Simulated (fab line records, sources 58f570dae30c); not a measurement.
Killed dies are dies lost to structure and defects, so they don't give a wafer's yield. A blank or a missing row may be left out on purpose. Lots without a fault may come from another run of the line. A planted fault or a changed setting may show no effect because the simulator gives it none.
fab line records | flow berkeley_cmos170
record lots=5 wafers=15 last_day=11
route steps=331 shown NVT@110 PVT@115 GATE@125 FIELD@126 PLDD@145
lots that met no fault: from a run of the same line without faults
start_h: hours from the record's first day to the start of the lot's first wafer shown | wait_h: hours since the lot's step before | " the same as in the row above | L1.1+2: a row that stands for several wafers | - no value, or no start given | * or withheld: withheld | < > ~ a bound
route shown NAME@n: a module of which the file shows steps, and the number in the route of the first | usual: mean/standard deviation of fault-free wafers | same: alike in all rows | chamber/n: place in a boat | sites: the reading at each site | _std_site: their standard deviation | _edge_site: outer sites' mean less inner sites' | radius_mm: how far each site lies from the wafer's centre | mask NAME#n: copy n | behind: the tool/chamber that last shaped the wafer | hold: why the lot was held/for how many hours/how that ended | device: the transistor (n, p or np) that didn't switch | end of line: the same wafers' tests at the end of the route | a step without rows: its recipe alone | killed: dies lost to structure and defects at the first sort, not the wafer's yield | map: a wafer's dies, x killed, . not, _ none there
set.NAME: the setting as run; set.NAME@STEP: as run at that earlier step | model.NAME: the simulator's own value behind a step, which no gauge read
lots at some steps of the route; a table a step, a row a wafer
services: from which hour (start_h, from the record's first day; less than 0 if before it) a tool's chamber was out of use, for how many hours, and why
## steps
# step UCB170_NVT_OVL_MEAS_06
# usual NVT_OVL=1/4.9
# columns lot.wafer tool chamber start_h wait_h NVT_OVL[nm]
L076.1 overlay-01 - 122.46 - -4
L076.3 " - " " -5
L076.4 " - " " -5
L077.1 overlay-01 - 128.31 - -1
L077.5 " - " " -6
L077.6 " - " " -3
L091.3 overlay-02 - 194.90 - 4
L091.4 " - " " -1
L091.5 " - " " -3
L094.1 overlay-02 - 204.51 - 6
L094.2 " - " " 2
L094.4 " - " " 7
L096.3 overlay-01 - 213.82 - 1
L096.4 " - " " -1
L096.5 " - " " 4
# step UCB170_NVT_IMPLANT_07
# recipe species=BF2 dose_cm2=3e+12 energy_kev=50 tilt_deg=7
# columns lot.wafer tool chamber start_h wait_h
L076.1+3+4 implanter-01 0 122.49 0.0
L077.1+5+6 implanter-01 0 128.34 0.0
L091.3+4+5 implanter-03 0 194.97 0.1
L094.1+2+4 implanter-03 0 204.54 0.0
L096.3+4+5 implanter-03 0 213.90 0.1
# step UCB170_NVT_STRIP_08
# recipe chemistry=O2 power_w=400 pressure_mtorr=3500 platen_temp_c=withheld o2_flow_sccm=400 overash_fraction=0.5475
# usual chamber_pressure_mTorr=3500/3.3 drypump_motor_current_A=5.94/0.29 o2_flow_sccm=399.9/1.2 oes_product_au=0.718/0.0044 strip_time_to_endpoint_s=21.62/0.066
# columns lot.wafer tool chamber start_h wait_h chamber_pressure_mTorr drypump_motor_current_A o2_flow_sccm oes_product_au rf_hours_counter_h strip_time_to_endpoint_s
L076.1 plasma_asher-04 0 122.64 0.1 3494 5.69 398.8 0.717 41 21.61
L076.3 " 0 " " 3501 5.65 396.5 0.721 - 21.62
L076.4 " 1 " " 3498 6.37 401.5 0.718 - 21.63
L077.1 plasma_asher-04 0 128.49 0.1 3495 5.68 399.5 0.716 42 21.65
L077.5 " 0 " " 3497 5.67 401.8 0.718 - 21.60
L077.6 " 1 " " 3501 6.37 397.7 0.715 - 21.63
L091.3 plasma_asher-04 0 195.10 0.1 3503 5.68 401.5 0.728 - 21.62
L091.4 " 1 " " 3502 6.33 400.6 0.719 - 21.65
L091.5 " 0 " " 3507 5.68 402.1 0.713 - 21.60
L094.1 plasma_asher-04 1 204.69 0.1 3502 6.34 400.0 0.718 50 21.58
L094.2 " 0 " " 3492 5.69 399.3 0.714 50 21.58
L094.4 " 0 " " 3499 5.70 400.7 0.720 - 21.62
L096.3 plasma_asher-01 0 214.03 0.1 3507 5.65 401.3 0.717 - 21.60
L096.4 " 1 " " 3498 6.16 399.5 0.729 - 21.57
L096.5 " 1 " " 3500 6.17 400.6 0.720 - 21.66
# step UCB170_NVT_TW_MEAS_09
# usual NVT_TW=526/7.2
# columns lot.wafer tool chamber start_h wait_h NVT_TW
L076.1 film_metro-04 - 122.74 0.1 522
L076.3 " - " " 523
L076.4 " - " " 519
L077.1 film_metro-03 - 128.59 0.1 538
L077.5 " - " " 537
L077.6 " - " " 539
L091.3 film_metro-04 - 195.19 0.1 520
L091.4 " - " " 520
L091.5 " - " " 519
L094.1 film_metro-04 - 204.79 0.1 519
L094.2 " - " " 521
L094.4 " - " " 521
L096.3 film_metro-03 - 214.12 0.1 534
L096.4 " - " " 535
L096.5 " - " " 535
# step UCB170_NVT_CLEAN_10
# recipe chemistry=SPM temp_c=120 time_s=600
# columns lot.wafer tool chamber start_h wait_h
L076.1+3+4 wet_bench-02 0 124.05 1.3
L077.1+5+6 wet_bench-02 3 128.65 0.1
L091.3+4+5 wet_bench-03 0 195.25 0.1
L094.1+2+4 wet_bench-03 2 204.98 0.2
L096.3+4+5 wet_bench-02 3 214.16 0.0
# step UCB170_PVT_HMDS_00
# recipe prime_time_s=60 prime_temp_c=100
# columns lot.wafer tool chamber start_h wait_h
L076.1+3+4 litho_track-02 0 124.41 0.2
L077.1+5+6 litho_track-02 0 129.21 0.4
L091.3+4+5 litho_track-03 0 195.47 0.1
L094.1+2+4 litho_track-03 0 205.15 0.0
L096.3+4+5 litho_track-03 0 214.38 0.1
# step UCB170_PVT_COAT_01
# recipe resist=KrF spin_rpm=1500 resist_thk_nm=900
# columns lot.wafer tool chamber start_h wait_h
L076.1+3+4 litho_track-02 0 124.56 0.1
L077.1+5+6 litho_track-02 0 129.36 0.1
L091.3+4+5 litho_track-03 0 195.62 0.1
L094.1+2+4 litho_track-03 0 205.30 0.1
L096.3+4+5 litho_track-03 0 214.53 0.1
# step UCB170_PVT_SOFTBAKE_02
# recipe resist=KrF temp_c=130 time_s=60
# usual heater_power_total_W=56.81/0.044
# columns lot.wafer tool chamber start_h wait_h heater_power_total_W
L076.1 litho_track-02 0 124.71 0.1 56.88
L076.3 " 0 " " 56.83
L076.4 " 0 " " 56.72
L077.1 litho_track-02 0 129.51 0.1 56.90
L077.5 " 0 " " 56.74
L077.6 " 0 " " 56.77
L091.3 litho_track-03 0 195.77 0.1 56.84
L091.4 " 0 " " 56.85
L091.5 " 0 " " 56.78
L094.1 litho_track-03 0 205.45 0.1 56.77
L094.2 " 0 " " 56.82
L094.4 " 0 " " 56.79
L096.3 litho_track-03 0 214.68 0.1 56.81
L096.4 " 0 " " 56.78
L096.5 " 0 " " 56.80
# step UCB170_PVT_EXPOSE_03
# recipe mask_id=NWELL target_cd_nm=3000 na=0.5 sigma_outer=0.6 source_shape=conventional dose_mj=30
# usual focus_offset_nm=0.1/0.55
# same sigma_outer=0.6
# columns lot.wafer tool chamber start_h wait_h mask focus_offset_nm
L076.1 krf_scanner-01 0 124.98 0.2 NWELL#0 0.0
L076.3 " 0 " " NWELL#0 0.9
L076.4 " 0 " " NWELL#0 -0.5
L077.1 krf_scanner-02 0 129.78 0.2 NWELL#0 -0.7
L077.5 " 0 " " NWELL#0 -0.4
L077.6 " 0 " " NWELL#0 -0.3
L091.3 krf_scanner-02 0 195.91 0.1 NWELL#0 -0.9
L091.4 " 0 " " NWELL#0 -0.4
L091.5 " 0 " " NWELL#0 0.4
L094.1 krf_scanner-01 0 205.75 0.3 NWELL#0 -0.1
L094.2 " 0 " " NWELL#0 -0.4
L094.4 " 0 " " NWELL#0 -1.0
L096.3 krf_scanner-02 0 214.82 0.1 NWELL#0 -0.7
L096.4 " 0 " " NWELL#0 0.5
L096.5 " 0 " " NWELL#0 0.2
# step UCB170_PVT_PEB_04
# recipe peb_temp_c=130 peb_time_s=withheld resist=KrF
# usual heater_power_total_W=56.80/0.044
# columns lot.wafer tool chamber start_h wait_h heater_power_total_W
L076.1 litho_track-03 0 125.54 0.5 56.88
L076.3 " 0 " " 56.91
L076.4 " 0 " " 56.81
L077.1 litho_track-03 0 129.99 0.2 56.78
L077.5 " 0 " " 56.75
L077.6 " 0 " " 56.87
L091.3 litho_track-03 0 196.37 0.4 56.74
L091.4 " 0 " " 56.82
L091.5 " 0 " " 56.70
L094.1 litho_track-04 0 206.03 0.3 56.87
L094.2 " 0 " " 56.79
L094.4 " 0 " " 56.78
L096.3 litho_track-03 0 215.28 0.4 56.85
L096.4 " 0 " " 56.77
L096.5 " 0 " " 56.78
# step UCB170_PVT_DEVELOP_05
# recipe developer=TMAH develop_time_s=45 resist=KrF dev_temp_c=21
# same develop_time_s=45
# columns lot.wafer tool chamber start_h wait_h
L076.1+3+4 litho_track-03 0 - -
L077.1+5+6 litho_track-03 0 - -
L091.3+4+5 litho_track-03 0 - -
L094.1+2+4 litho_track-04 0 - -
L096.3+4+5 litho_track-03 0 - -
# step UCB170_PVT_OVL_MEAS_06
# usual PVT_OVL=0/6.1
# columns lot.wafer tool chamber start_h wait_h PVT_OVL[nm]
L076.1 overlay-02 - 125.82 - 2
L076.3 " - " " 8
L076.4 " - " " 3
L077.1 overlay-02 - 130.27 - 6
L077.5 " - " " 4
L077.6 " - " " 18
L091.3 overlay-01 - 196.61 - -7
L091.4 " - " " -8
L091.5 " - " " -7
L094.1 overlay-02 - 206.30 - 4
L094.2 " - " " -5
L094.4 " - " " -6
L096.3 overlay-02 - 215.52 - 9
L096.4 " - " " 3
L096.5 " - " " 7
# step UCB170_PVT_IMPLANT_07
# recipe species=P dose_cm2=2e+12 energy_kev=30 tilt_deg=7
# columns lot.wafer tool chamber start_h wait_h
L076.1+3+4 implanter-04 0 125.85 0.0
L077.1+5+6 implanter-04 0 130.30 0.0
L091.3+4+5 implanter-01 0 196.69 0.1
L094.1+2+4 implanter-04 0 206.34 0.0
L096.3+4+5 implanter-04 0 215.59 0.1
# step UCB170_PVT_STRIP_08
# recipe chemistry=O2 power_w=400 pressure_mtorr=3500 platen_temp_c=withheld o2_flow_sccm=400 overash_fraction=0.5
# usual chamber_pressure_mTorr=3499.9/2.9 drypump_motor_current_A=5.92/0.24 o2_flow_sccm=400.0/1.1 oes_product_au=0.735/0.0045 strip_time_to_endpoint_s=21.63/0.056
# columns lot.wafer tool chamber start_h wait_h chamber_pressure_mTorr drypump_motor_current_A o2_flow_sccm oes_product_au rf_hours_counter_h strip_time_to_endpoint_s
L076.1 plasma_asher-02 0 126.00 0.1 3500.1 5.79 400.1 0.740 1 21.76
L076.3 " 1 " " 3499.7 6.25 400.7 0.735 - 21.78
L076.4 " 0 " " 3500.7 5.76 396.1 0.741 - 21.67
L077.1 plasma_asher-02 1 130.45 0.1 3504.2 6.23 399.7 0.728 1 21.58
L077.5 " 1 " " 3499.6 6.25 400.6 0.735 - 21.67
L077.6 " 0 " " 3502.8 5.79 399.6 0.733 - 21.61
L091.3 plasma_asher-01 0 196.82 0.1 3495.7 5.65 398.2 0.736 - 21.61
L091.4 " 1 " " 3500.4 6.17 400.5 0.727 - 21.54
L091.5 " 0 " " 3501.1 5.66 399.7 0.741 - 21.57
L094.1 plasma_asher-02 0 206.49 0.1 3496.5 5.76 400.9 0.739 10 21.65
L094.2 " 1 " " 3496.0 6.24 399.1 0.733 10 21.64
L094.4 " 0 " " 3502.9 5.77 402.3 0.737 - 21.63
L096.3 plasma_asher-02 1 215.73 0.1 3499.2 6.24 398.2 0.728 - 21.51
L096.4 " 0 " " 3501.0 5.76 397.9 0.733 - 21.56
L096.5 " 0 " " 3500.5 5.75 400.2 0.738 - 21.56
# step UCB170_PVT_TW_MEAS_09
# usual PVT_TW=512/5.8
# columns lot.wafer tool chamber start_h wait_h PVT_TW
L076.1 film_metro-03 - 126.10 0.1 517
L076.3 " - " " 517
L076.4 " - " " 516
L077.1 film_metro-04 - 130.55 0.1 505
L077.5 " - " " 505
L077.6 " - " " 502
L091.3 film_metro-03 - 196.91 0.1 517
L091.4 " - " " 515
L091.5 " - " " 516
L094.1 film_metro-04 - 206.59 0.1 504
L094.2 " - " " 504
L094.4 " - " " 501
L096.3 film_metro-03 - 215.81 0.1 516
L096.4 " - " " 518
L096.5 " - " " 521
# step UCB170_GATE_WET_ETCH_00
# recipe chemistry=dHF dilution=25:1 target=SiO2 temp_c=25 time_s=200
# columns lot.wafer tool chamber start_h wait_h
L076.1+3+4 wet_bench-01 3 126.24 0.1
L077.1+5+6 wet_bench-01 1 130.66 0.1
L091.3+4+5 wet_bench-03 2 196.95 0.0
L094.1+2+4 wet_bench-01 0 206.65 0.1
L096.3+4+5 wet_bench-02 1 215.85 0.0
# step UCB170_FIELD_THK_MEAS_91
# recipe reads=SiO2_of_FIELD_OXIDATION_01
# usual FIELD_OXIDE_LEFT_2_THK=353/9.9
# columns lot.wafer tool chamber start_h wait_h FIELD_OXIDE_LEFT_2_THK[nm]
L076.1 film_metro-02 - 126.30 0.0 348
L076.3 " - " " 343
L076.4 " - " " 348
L077.1 film_metro-02 - 130.72 0.0 354
L077.5 " - " " 358
L077.6 " - " " 359
L091.3 film_metro-03 - 197.03 0.0 352
L091.4 " - " " 349
L091.5 " - " " 346
L094.1 film_metro-04 - 206.71 0.0 351
L094.2 " - " " 345
L094.4 " - " " 346
L096.3 film_metro-02 - 215.94 0.0 360
L096.4 " - " " 366
L096.5 " - " " 362
# step UCB170_GATE_OXIDATION_01
# recipe temp_c=850 ambient=O2 target_thk_a=66 ox_time_s=1800
# usual ox_temp_c_max=854.0/1.3 tube_center_temp_C_max=852.2/0.36
# columns lot.wafer tool chamber start_h wait_h ox_temp_c_max tube_center_temp_C_max
L076.1 furnace-03 0 127.81 1.5 854.1 852.1
L076.3 " 0 " " 852.8 852.0
L076.4 " 0 " " 852.8 852.8
L077.1 furnace-02 0 135.53 4.8 856.2 852.1
L077.5 " 0 " " 855.8 852.2
L077.6 " 0 " " 855.2 852.7
L091.3 furnace-03 0 201.22 4.2 854.5 852.0
L091.4 " 0 " " 852.5 851.9
L091.5 " 0 " " 852.9 852.2
L094.1 furnace-03 0 208.63 1.9 853.7 852.1
L094.2 " 0 " " 852.9 852.5
L094.4 " 0 " " 852.7 851.9
L096.3 furnace-03 0 221.33 5.4 853.2 852.5
L096.4 " 0 " " 853.2 851.8
L096.5 " 0 " " 852.6 852.5
# step UCB170_GATE_THK_MEAS_02
# recipe reads=SiO2_of_GATE_OXIDATION_01
# usual GATE_OXIDE_THK=6.53/0.14
# columns lot.wafer tool chamber start_h wait_h GATE_OXIDE_THK[nm]
L076.1 film_metro-02 - 129.31 0.0 6.48
L076.3 " - " " 6.45
L076.4 " - " " 6.50
L077.1 film_metro-02 - 137.03 0.0 6.26
L077.5 " - " " 6.33
L077.6 " - " " 6.33
L091.3 film_metro-01 - 202.74 0.0 6.48
L091.4 " - " " 6.58
L091.5 " - " " 6.26
L094.1 film_metro-01 - 210.13 0.0 6.53
L094.2 " - " " 6.70
L094.4 " - " " 6.57
L096.3 film_metro-03 - 222.85 0.0 6.56
L096.4 " - " " 6.59
L096.5 " - " " 6.47
# step UCB170_GATE_ANNEAL_03
# recipe temp_c=900 time_s=1800 ambient=N2
# usual tube_center_temp_C_max=902.3/0.39
# columns lot.wafer tool chamber start_h wait_h tube_center_temp_C_max
L076.1 furnace-02 0 134.03 4.7 902.7
L076.3 " 0 " " 902.5
L076.4 " 0 " " 901.9
L077.1 furnace-03 0 139.97 2.9 902.1
L077.5 " 0 " " 902.6
L077.6 " 0 " " 902.1
L091.3 furnace-02 0 205.96 3.2 902.1
L091.4 " 0 " " 902.6
L091.5 " 0 " " 903.0
L094.1 furnace-02 0 211.66 1.5 902.8
L094.2 " 0 " " 902.1
L094.4 " 0 " " 901.9
L096.3 furnace-02 0 225.78 2.9 902.2
L096.4 " 0 " " 901.9
L096.5 " 0 " " 902.2
# step UCB170_GATE_CVD_04
# recipe material=poly-Si temp_c=610 precursor=SiH4 time_s=1440 pressure_mtorr=375 target_thk_nm=214 sih4_flow_sccm=120
# columns lot.wafer tool chamber start_h wait_h
L076.1+3+4 lpcvd-01 1 135.53 0.0
L077.1+5+6 lpcvd-01 0 141.47 0.0
L091.3+4+5 lpcvd-02 1 208.56 1.1
L094.1+2+4 lpcvd-02 0 213.16 0.0
L096.3+4+5 lpcvd-02 1 227.28 0.0
# step UCB170_GATE_THK_MEAS_05
# recipe reads=poly-Si_of_GATE_CVD_04
# usual GATE_POLY_THK=214.9/1.9
# columns lot.wafer tool chamber start_h wait_h GATE_POLY_THK[nm]
L076.1 film_metro-01 - 136.93 0.0 215.6
L076.3 " - " " 214.6
L076.4 " - " " 214.7
L077.1 film_metro-02 - 142.87 0.0 213.1
L077.5 " - " " 214.4
L077.6 " - " " 214.3
L091.3 film_metro-02 - 209.98 0.0 217.6
L091.4 " - " " 218.6
L091.5 " - " " 218.7
L094.1 film_metro-03 - 215.26 0.0 213.4
L094.2 " - " " 213.7
L094.4 " - " " 214.3
L096.3 film_metro-03 - 228.81 0.1 215.8
L096.4 " - " " 215.8
L096.5 " - " " 212.8
# step UCB170_GATE_COAT_06
# recipe resist=BARC temp_c=withheld time_s=withheld spin_rpm=3000 resist_thk_nm=withheld
# columns lot.wafer tool chamber start_h wait_h
L076.1+3+4 litho_track-02 0 137.35 0.4
L077.1+5+6 litho_track-01 0 142.93 0.1
L091.3+4+5 litho_track-02 0 210.07 0.1
L094.1+2+4 litho_track-01 0 215.78 0.5
L096.3+4+5 litho_track-03 0 229.29 0.5
# step UCB170_GATE_COAT_07
# recipe resist=KrF spin_rpm=1500 resist_thk_nm=900
# columns lot.wafer tool chamber start_h wait_h
L076.1+3+4 litho_track-02 0 - -
L077.1+5+6 litho_track-01 0 - -
L091.3+4+5 litho_track-02 0 - -
L094.1+2+4 litho_track-01 0 - -
L096.3+4+5 litho_track-03 0 - -
# step UCB170_GATE_SOFTBAKE_08
# recipe resist=KrF temp_c=128.9 time_s=60
# usual heater_power_total_W=56.17/0.048
# columns lot.wafer tool chamber start_h wait_h heater_power_total_W
L076.1 litho_track-02 0 - - 56.15
L076.3 " 0 " " 56.22
L076.4 " 0 " " 56.08
L077.1 litho_track-01 0 - - 56.16
L077.5 " 0 " " 56.21
L077.6 " 0 " " 56.17
L091.3 litho_track-02 0 - - 56.16
L091.4 " 0 " " 56.13
L091.5 " 0 " " 56.11
L094.1 litho_track-01 0 - - 56.10
L094.2 " 0 " " 56.16
L094.4 " 0 " " 56.14
L096.3 litho_track-03 0 - - 56.24
L096.4 " 0 " " 56.16
L096.5 " 0 " " 56.16
# step UCB170_GATE_EXPOSE_09
# recipe mask_id=POLY target_cd_nm=350 na=0.5 sigma_outer=0.6 source_shape=conventional dose_mj=21
# usual focus_offset_nm=0.0/0.48
# same sigma_outer=0.6
# columns lot.wafer tool chamber start_h wait_h mask focus_offset_nm
L076.1 krf_scanner-01 0 137.80 - POLY#0 -0.4
L076.3 " 0 " " POLY#0 -0.4
L076.4 " 0 " " POLY#0 -0.2
L077.1 krf_scanner-02 0 143.51 - POLY#0 0.0
L077.5 " 0 " " POLY#0 0.3
L077.6 " 0 " " POLY#0 -0.1
L091.3 krf_scanner-02 0 210.51 - POLY#0 0.2
L091.4 " 0 " " POLY#0 0.8
L091.5 " 0 " " POLY#0 0.2
L094.1 krf_scanner-01 0 216.35 - POLY#0 0.2
L094.2 " 0 " " POLY#0 0.3
L094.4 " 0 " " POLY#0 0.2
L096.3 krf_scanner-01 0 229.74 - POLY#0 0.7
L096.4 " 0 " " POLY#0 0.9
L096.5 " 0 " " POLY#0 0.3
# step UCB170_GATE_PEB_10
# recipe peb_temp_c=130 peb_time_s=withheld resist=KrF
# usual heater_power_total_W=56.80/0.044
# columns lot.wafer tool chamber start_h wait_h heater_power_total_W
L076.1 litho_track-03 0 137.92 0.1 56.78
L076.3 " 0 " " 56.78
L076.4 " 0 " " 56.84
L077.1 litho_track-02 0 143.63 0.1 56.83
L077.5 " 0 " " 56.81
L077.6 " 0 " " 56.72
L091.3 litho_track-02 0 210.97 0.4 56.84
L091.4 " 0 " " 56.81
L091.5 " 0 " " 56.87
L094.1 litho_track-02 0 216.47 0.1 56.81
L094.2 " 0 " " 56.75
L094.4 " 0 " " 56.73
L096.3 litho_track-01 0 229.91 0.1 56.79
L096.4 " 0 " " 56.82
L096.5 " 0 " " 56.80
# step UCB170_GATE_DEVELOP_11
# recipe developer=TMAH develop_time_s=45 resist=KrF dev_temp_c=21
# same develop_time_s=45
# columns lot.wafer tool chamber start_h wait_h
L076.1+3+4 litho_track-03 0 - -
L077.1+5+6 litho_track-02 0 - -
L091.3+4+5 litho_track-02 0 - -
L094.1+2+4 litho_track-02 0 - -
L096.3+4+5 litho_track-01 0 - -
# step UCB170_GATE_CD_MEAS_12
# recipe target_cd_nm=350
# usual cd_nm=349.8/1.2
# columns lot.wafer tool chamber start_h wait_h cd_nm
L076.1 cd_sem-02 - 138.19 - 350.2
L076.3 " - " " 350.4
L076.4 " - " " 350.6
L077.1 cd_sem-01 - 143.90 - 348.1
L077.5 " - " " 347.8
L077.6 " - " " 347.3
L091.3 cd_sem-02 - 211.24 - 347.8
L091.4 " - " " 347.8
L091.5 " - " " 346.8
L094.1 cd_sem-01 - 216.74 - 350.0
L094.2 " - " " 350.3
L094.4 " - " " 349.4
L096.3 cd_sem-01 - 230.18 - 349.3
L096.4 " - " " 346.9
L096.5 " - " " 348.8
# step UCB170_GATE_OVL_MEAS_13
# usual GATE_OVL=4/7
# columns lot.wafer tool chamber start_h wait_h GATE_OVL[nm]
L076.1 overlay-01 - 138.31 0.1 -1
L076.3 " - " " 4
L076.4 " - " " 2
L077.1 overlay-01 - 144.02 0.1 -4
L077.5 " - " " -5
L077.6 " - " " -14
L091.3 overlay-01 - 211.33 0.1 15
L091.4 " - " " 7
L091.5 " - " " 17
L094.1 overlay-02 - 216.86 0.1 18
L094.2 " - " " 6
L094.4 " - " " 11
L096.3 overlay-02 - 230.27 0.1 14
L096.4 " - " " 6
L096.5 " - " " 13
# step UCB170_GATE_ETCH_14
# recipe chemistry=N2/H2 target_depth_a=withheld overetch_a=withheld target=BARC time_s=withheld source_w=500 bias_w=100 pressure_mtorr=30 n2_flow_sccm=100 h2_flow_sccm=200
# usual chamber_pressure_mTorr=30.003/0.029 drypump_motor_current_A=5.7/0.41 oes_product_au=1.004/0.029 throttle_valve_pct=13.32/0.25
# columns lot.wafer tool chamber start_h wait_h chamber_pressure_mTorr drypump_motor_current_A oes_product_au throttle_valve_pct
L076.1 rie_diel-03 0 138.35 0.0 29.995 5.1 1.006 13.61
L076.3 " 2 " " 29.964 5.2 0.994 13.77
L076.4 " 1 " " 30.003 6.1 0.955 13.40
L077.1 rie_diel-04 1 144.06 0.0 29.983 5.6 0.972 13.30
L077.5 " 1 " " 30.006 5.6 0.981 13.33
L077.6 " 2 " " 29.981 5.9 0.993 13.19
L091.3 rie_diel-04 0 211.36 0.0 30.089 6.7 0.968 13.71
L091.4 " 1 " " 30.026 5.6 0.969 13.31
L091.5 " 1 " " 29.976 5.7 0.986 13.31
L094.1 rie_diel-04 1 216.90 0.0 30.003 5.6 0.992 13.33
L094.2 " 3 " " 29.987 5.6 1.054 13.07
L094.4 " 0 " " 29.985 6.7 0.973 13.71
L096.3 rie_diel-04 1 230.30 0.0 29.996 5.6 0.997 13.31
L096.4 " 3 " " 30.006 5.6 1.044 13.06
L096.5 " 1 " " 30.045 5.6 0.981 13.30
# step UCB170_GATE_ETCH_15
# recipe chemistry=HBr/Cl2 target=poly-Si stop_on=SiO2 over_etch_frac=0.3 icp_w=300 bias_w=150 time_s=56.3 pressure_mtorr=15 HBr_flow_sccm=150 Cl2_flow_sccm=50 target_depth_a=2782
# usual chamber_pressure_mTorr=14.998/0.014 drypump_motor_current_A=5.7/0.32 oes_product_au=0.833/0.012 throttle_valve_pct=26.4/0.36
# columns lot.wafer tool chamber start_h wait_h chamber_pressure_mTorr drypump_motor_current_A oes_product_au rf_hours_counter_h throttle_valve_pct
L076.1 rie_si-01 1 138.39 - 14.995 5.8 0.844 105 25.8
L076.3 " 0 " " 14.991 5.0 0.841 64 27.0
L076.4 " 3 " " 15.007 5.4 0.835 1 26.7
L077.1 rie_si-02 0 144.10 - 14.997 5.8 0.818 91 26.0
L077.5 " 2 " " 14.982 5.4 0.811 - 26.6
L077.6 " 1 " " 14.994 6.2 0.827 - 26.6
L091.3 rie_si-01 3 211.40 - 14.994 5.5 0.851 1 26.7
L091.4 " 2 " " 14.993 5.7 0.851 15 26.2
L091.5 " 2 " " 15.007 5.7 0.855 - 26.2
L094.1 rie_si-01 1 216.94 - 14.992 5.8 0.835 106 25.8
L094.2 " 2 " " 14.996 5.7 0.843 15 26.2
L094.4 " 0 " " 14.995 5.0 0.831 64 27.0
L096.3 rie_si-01 0 230.34 - 14.993 5.0 0.827 64 27.0
L096.4 " 1 " " 14.993 5.8 0.839 106 25.9
L096.5 " 2 " " 15.004 5.7 0.843 - 26.2
# step UCB170_GATE_STRIP_16
# recipe chemistry=O2 power_w=400 pressure_mtorr=3500 platen_temp_c=withheld o2_flow_sccm=400 overash_fraction=0.5
# usual chamber_pressure_mTorr=3500/3.1 drypump_motor_current_A=5.94/0.26 o2_flow_sccm=399.9/1.2 oes_product_au=0.725/0.0046
# columns lot.wafer tool chamber start_h wait_h chamber_pressure_mTorr drypump_motor_current_A o2_flow_sccm oes_product_au rf_hours_counter_h
L076.1 plasma_asher-02 1 138.44 0.0 3501 6.24 397.5 0.729 2
L076.3 " 0 " " 3498 5.77 399.6 0.722 -
L076.4 " 1 " " 3501 6.28 400.2 0.717 -
L077.1 plasma_asher-02 1 144.15 0.0 3500 6.26 400.3 0.719 3
L077.5 " 1 " " 3498 6.21 399.9 0.722 -
L077.6 " 0 " " 3497 5.80 400.0 0.724 -
L091.3 plasma_asher-03 1 211.48 0.1 3496 6.08 399.2 0.723 -
L091.4 " 0 " " 3496 5.63 401.3 0.730 -
L091.5 " 1 " " 3503 6.05 400.0 0.726 -
L094.1 plasma_asher-04 0 216.99 0.0 3504 5.68 401.2 0.737 52
L094.2 " 1 " " 3504 6.34 398.8 0.727 52
L094.4 " 0 " " 3494 5.70 401.1 0.718 -
L096.3 plasma_asher-04 0 230.42 0.1 3506 5.67 400.6 0.723 -
L096.4 " 1 " " 3504 6.35 400.2 0.723 -
L096.5 " 1 " " 3498 6.33 401.6 0.716 -
# step UCB170_GATE_CD_MEAS_90
# recipe target_cd_nm=350
# usual cd_nm=350.0/1.4
# columns lot.wafer tool chamber start_h wait_h cd_nm
L076.1 cd_sem-01 - 138.54 0.1 349.9
L076.3 " - " " 350.2
L076.4 " - " " 351.0
L077.1 cd_sem-02 - 144.25 0.1 349.4
L077.5 " - " " 348.9
L077.6 " - " " 348.7
L091.3 cd_sem-01 - 211.63 0.1 348.3
L091.4 " - " " 349.1
L091.5 " - " " 348.1
L094.1 cd_sem-02 - 217.09 0.1 351.8
L094.2 " - " " 351.3
L094.4 " - " " 350.4
L096.3 cd_sem-02 - 230.70 0.2 349.4
L096.4 " - " " 347.0
L096.5 " - " " 350.5
# step UCB170_GATE_CLEAN_17
# recipe chemistry=SPM temp_c=120 time_s=600
# columns lot.wafer tool chamber start_h wait_h
L076.1+3+4 wet_bench-01 3 138.66 0.1
L077.1+5+6 wet_bench-03 1 145.83 1.6
L091.3+4+5 wet_bench-02 2 211.71 0.1
L094.1+2+4 wet_bench-01 2 217.21 0.1
L096.3+4+5 wet_bench-01 3 230.78 0.1
# step UCB170_PLDD_HMDS_00
# recipe prime_time_s=60 prime_temp_c=100
# columns lot.wafer tool chamber start_h wait_h
L076.1+3+4 litho_track-04 0 138.85 0.0
L077.1+5+6 litho_track-04 0 146.10 0.1
L091.3+4+5 litho_track-01 0 211.94 0.1
L094.1+2+4 litho_track-01 0 217.40 0.0
L096.3+4+5 litho_track-03 0 231.04 0.1
# step UCB170_PLDD_COAT_01
# recipe resist=KrF spin_rpm=1500 resist_thk_nm=900
# columns lot.wafer tool chamber start_h wait_h
L076.1+3+4 litho_track-04 0 139.00 0.1
L077.1+5+6 litho_track-04 0 146.25 0.1
L091.3+4+5 litho_track-01 0 212.09 0.1
L094.1+2+4 litho_track-01 0 217.55 0.1
L096.3+4+5 litho_track-03 0 231.19 0.1
# step UCB170_PLDD_SOFTBAKE_02
# recipe resist=KrF temp_c=130 time_s=60
# usual heater_power_total_W=56.80/0.047
# columns lot.wafer tool chamber start_h wait_h heater_power_total_W
L076.1 litho_track-04 0 139.15 0.1 56.77
L076.3 " 0 " " 56.80
L076.4 " 0 " " 56.83
L077.1 litho_track-04 0 146.40 0.1 56.78
L077.5 " 0 " " 56.83
L077.6 " 0 " " 56.91
L091.3 litho_track-01 0 212.24 0.1 56.81
L091.4 " 0 " " 56.87
L091.5 " 0 " " 56.79
L094.1 litho_track-01 0 217.70 0.1 56.83
L094.2 " 0 " " 56.81
L094.4 " 0 " " 56.77
L096.3 litho_track-03 0 231.34 0.1 56.78
L096.4 " 0 " " 56.86
L096.5 " 0 " " 56.82
## services
# columns tool chamber start_h hours kind
krf_scanner-02 - 103.03 1.3 pm
krf_scanner-01 - 108.05 0.2 repair
plasma_asher-02 - 108.85 9.0 pm
rie_si-01 3 110.49 4.9 repair
rie_diel-04 3 115.58 2.4 repair
plasma_asher-02 - 117.85 2.8 pm
plasma_asher-03 - 120.55 2.8 pm
krf_scanner-01 - 123.38 1.3 pm
krf_scanner-01 - 129.47 1.0 pm
implanter-01 - 135.38 0.8 repair
rie_si-01 2 147.38 3.5 repair
implanter-01 - 148.07 0.8 repair
krf_scanner-02 - 151.46 0.8 pm
krf_scanner-01 - 163.29 0.8 pm
rie_diel-04 3 168.50 5.2 repair
lpcvd-02 - 170.24 6.0 pm
rie_diel-04 3 174.06 3.8 repair
implanter-03 - 180.00 2.7 repair
krf_scanner-02 - 181.67 4.0 pm
rie_si-02 - 184.63 0.4 repair
rie_diel-03 2 196.71 7.8 repair
implanter-04 - 220.82 2.1 repair
implanter-01 - 221.76 6.0 repair
implanter-01 - 225.79 1.3 repair
## key
fault none
